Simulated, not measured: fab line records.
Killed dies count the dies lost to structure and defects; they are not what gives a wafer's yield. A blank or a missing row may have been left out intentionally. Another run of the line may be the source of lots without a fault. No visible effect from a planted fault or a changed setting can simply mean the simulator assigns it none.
The tool behind it: which one? ; flow berkeley-cmos170 ; 14 lots with 42 wafers sampled at 5 steps, on a route of 331 steps

== WHAT THE GAUGES READ, wafer by wafer ==
UCB170_NVT_TW_MEAS_09.
lot;measured;on;NVT_TW
L119;day 6 15:07;film-metro-01;532 529 531
L122;day 7 14:06;film-metro-01;525 529 528
L121;day 7 14:30;film-metro-02;522 525 522
L124;day 7 20:56;film-metro-04;520 519 521
L125;day 7 21:13;film-metro-01;529 526 525
L127;day 8 11:28;film-metro-01;524 526 528
L129;day 8 18:58;film-metro-04;526 524 528
L128;day 8 19:04;film-metro-01;527 527 528
L126;day 8 19:41;film-metro-04;553 555 554
L131;day 9 10:02;film-metro-02;523 521 523
L132;day 9 10:11;film-metro-01;557 556 556
L130;day 9 10:23;film-metro-02;526 524 521
L133;day 9 22:50;film-metro-04;521 522 522
L139;day 11 06:11;film-metro-02;519 521 524

UCB170_SDANNEAL_RS_MEAS_02: a four-point-probe measurement.
lot;measured;on;PSD_RS (ohm/sq)
L119;day 7 19:09;film-metro-03;75.2 75.1 75.2
L122;day 8 22:29;film-metro-03;75.4 75.1 75.2
L121;day 8 23:04;film-metro-01;75.1 74.8 75.6
L124;day 9 08:25;film-metro-03;75.3 75.7 75.4
L125;day 9 08:35;film-metro-02;75.8 75.6 75.9
L127;day 9 19:40;film-metro-03;75.4 75.5 75.2
L129;day 10 06:11;film-metro-03;75.3 75.3 75.7
L128;day 10 07:46;film-metro-03;75.5 75.5 75.6
L126;day 10 07:44;film-metro-01;75.4 75.2 75.4
L131;day 10 20:58;film-metro-02;75.5 75.2 75.4
L132;day 10 20:46;film-metro-03;75.6 75.6 75.5
L130;day 10 21:12;film-metro-01;75.1 75.3 75.6
L133;day 11 06:46;film-metro-03;75.2 74.9 75.2
L139;day 12 16:46;film-metro-03;75.1 75.7 75.1

UCB170_V1_CD_MEAS_12 targets a cd of 700 nm.
lot;measured;on;cd-nm (nm)
L119;day 8 07:36;cd-sem-01;700.2 701.0 700.5
L122;day 9 11:29;cd-sem-02;697.6 697.7 698.5
L121;day 9 11:36;cd-sem-01;698.3 700.5 699.9
L124;day 9 18:43;cd-sem-01;700.8 699.7 699.9
L125;day 9 22:16;cd-sem-01;699.1 697.5 697.8
L127;day 10 08:18;cd-sem-01;699.8 700.4 700.0
L129;day 10 19:30;cd-sem-01;700.7 700.1 698.9
L128;day 10 20:55;cd-sem-02;700.9 702.3 700.9
L126;day 10 21:09;cd-sem-01;701.8 702.2 701.7
L131;day 11 09:42;cd-sem-01;698.4 697.9 698.4
L132;day 11 08:11;cd-sem-01;697.2 699.1 697.9
L130;day 11 12:06;cd-sem-01;698.3 699.2 699.5
L133;day 11 17:35;cd-sem-01;700.0 698.8 699.3
L139;day 13 04:26;cd-sem-01;699.0 699.5 699.9

== TOOL THAT RAN EACH LOT (tool first, then ch and the chambers of the sampled wafers, then the start) ==
lot;UCB170_NVT_IMPLANT_07;UCB170_PSD_STRIP_09
L119;implanter-01 ch 0, day 6 14:52;plasma-asher-04 ch 0, day 7 15:11
L122;implanter-04 ch 0, day 7 13:52;plasma-asher-03 ch 0,1, day 8 18:10
L121;implanter-02 ch 0, day 7 14:17;plasma-asher-02 ch 0,1, day 8 18:37
L124;implanter-02 ch 0, day 7 20:42;plasma-asher-04 ch 0,1, day 9 05:26
L125;implanter-04 ch 0, day 7 20:58;plasma-asher-02 ch 0,1, day 9 05:37
L127;implanter-04 ch 0, day 8 11:13;plasma-asher-03 ch 0,1, day 9 15:57
L129;implanter-04 ch 0, day 8 18:43;plasma-asher-02 ch 0,1, day 10 02:11
L128;implanter-01 ch 0, day 8 18:48;plasma-asher-04 ch 0,1, day 10 02:42
L126;implanter-04 ch 0, day 8 19:26;plasma-asher-02 ch 0,1, day 10 02:28
L131;implanter-01 ch 0, day 9 09:47;plasma-asher-04 ch 1, day 10 18:08
L132;implanter-04 ch 0, day 9 09:59;plasma-asher-03 ch 0,1, day 10 17:56
L130;implanter-02 ch 0, day 9 10:08;plasma-asher-02 ch 0,1, day 10 18:16
L133;implanter-01 ch 0, day 9 22:35;plasma-asher-02 ch 0,1, day 11 03:08
L139;implanter-01 ch 0, day 11 05:57;plasma-asher-04 ch 0,1, day 12 13:53
- UCB170_NVT_IMPLANT_07
- UCB170_PSD_STRIP_09: strips in O2.

== AS READ BY THE TOOLS THEMSELVES (means over the sampled wafers that have a number; for cases with no such wafer, the mark the record gives instead) ==
UCB170_NVT_IMPLANT_07.
lot;tool;beam-energy-keV;end-station-pressure-torr (Torr);faraday-current-uA
L119;implanter-01;49.987;5.21e-06;9.47
L122;implanter-04;49.979;4.98e-06;9.67
L121;implanter-02;49.980;5.25e-06;9.32
L124;implanter-02;49.998;5.21e-06;9.57
L125;implanter-04;50.008;4.94e-06;9.56
L127;implanter-04;49.992;4.96e-06;9.54
L129;implanter-04;50.016;4.83e-06;9.43
L128;implanter-01;50.021;5.10e-06;9.54
L126;implanter-04;61.009;5.03e-06;9.61
L131;implanter-01;49.982;5.08e-06;9.42
L132;implanter-04;60.994;5.02e-06;9.42
L130;implanter-02;50.001;5.05e-06;9.50
L133;implanter-01;50.008;4.84e-06;9.49
L139;implanter-01;49.996;5.16e-06;9.65

UCB170_PSD_STRIP_09.
lot;tool;drypump-motor-current-A (A);oes-product-au (a.u.);strip-time-to-endpoint-s (s)
L119;plasma-asher-04;5.2;0.600;29.39
L122;plasma-asher-03;6.2;0.593;29.37
L121;plasma-asher-02;5.6;0.598;29.60
L124;plasma-asher-04;5.5;0.598;29.36
L125;plasma-asher-02;5.6;0.598;29.38
L127;plasma-asher-03;6.2;0.594;29.38
L129;plasma-asher-02;5.6;0.598;29.41
L128;plasma-asher-04;5.5;0.603;29.49
L126;plasma-asher-02;5.6;0.600;29.42
L131;plasma-asher-04;6.0;0.601;29.42
L132;plasma-asher-03;6.0;0.598;29.38
L130;plasma-asher-02;5.6;0.603;29.42
L133;plasma-asher-02;5.5;0.600;29.49
L139;plasma-asher-04;5.7;0.602;29.34

== THE ANSWER, worked out from the rows above alone ==
Rule: the lots themselves supply what counts as usual. The widest of any qualifying gaps counts: lots, ordered by their means at a reading, are off when they make up no more than a third of the lots, leave a main group of 4 or more, and stand apart from it by 3 or more times the standard deviation of that group's means. A main group is skipped when, at the precision printed for the reading in the tables above, its means are all equal. Also off: a lot with no number at a reading for which 4 or more lots have one. Where the step has rows for the other lots, those lots are counted as sound. First the gauges in route order, then the tools' own readings, where a lot's mean is used as printed above. At the first step where some lot is off, the reading lying furthest off is the one used; lots without a number count as furthest.
Off: L126, L132, seen at UCB170_NVT_TW_MEAS_09 (NVT_TW). The main group has a mean of 525 with a standard deviation of 3.
If a tool, at a process step before that reading, ran all the lots that are off and no sound lot after the first of them, it fits. Not tried: the gauges at UCB170_NVT_TW_MEAS_09; whatever is off there is also off at UCB170_NVT_IMPLANT_07, on other tools, and gauge error can't account for it. One fits: implanter-04 at UCB170_NVT_IMPLANT_07. Its last sound lot is L129 (day 8 18:43), its first lot that is off L126 (day 8 19:26): a fault that began between those two fits.
The tool's own readings at UCB170_NVT_IMPLANT_07 bear it out: on the lots that are off they differ by more than 5 times the standard deviation of the sound lots' means. beam-energy-keV reads 61.002 there against 49.997 on the sound lots.

== WHAT THE SIMULATOR HAD INSERTED ==
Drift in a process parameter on implanter-04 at UCB170_NVT_IMPLANT_07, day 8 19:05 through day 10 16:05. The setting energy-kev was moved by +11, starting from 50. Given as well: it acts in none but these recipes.
Lots struck among those shown: L126, L132. The same result came from the rule above.
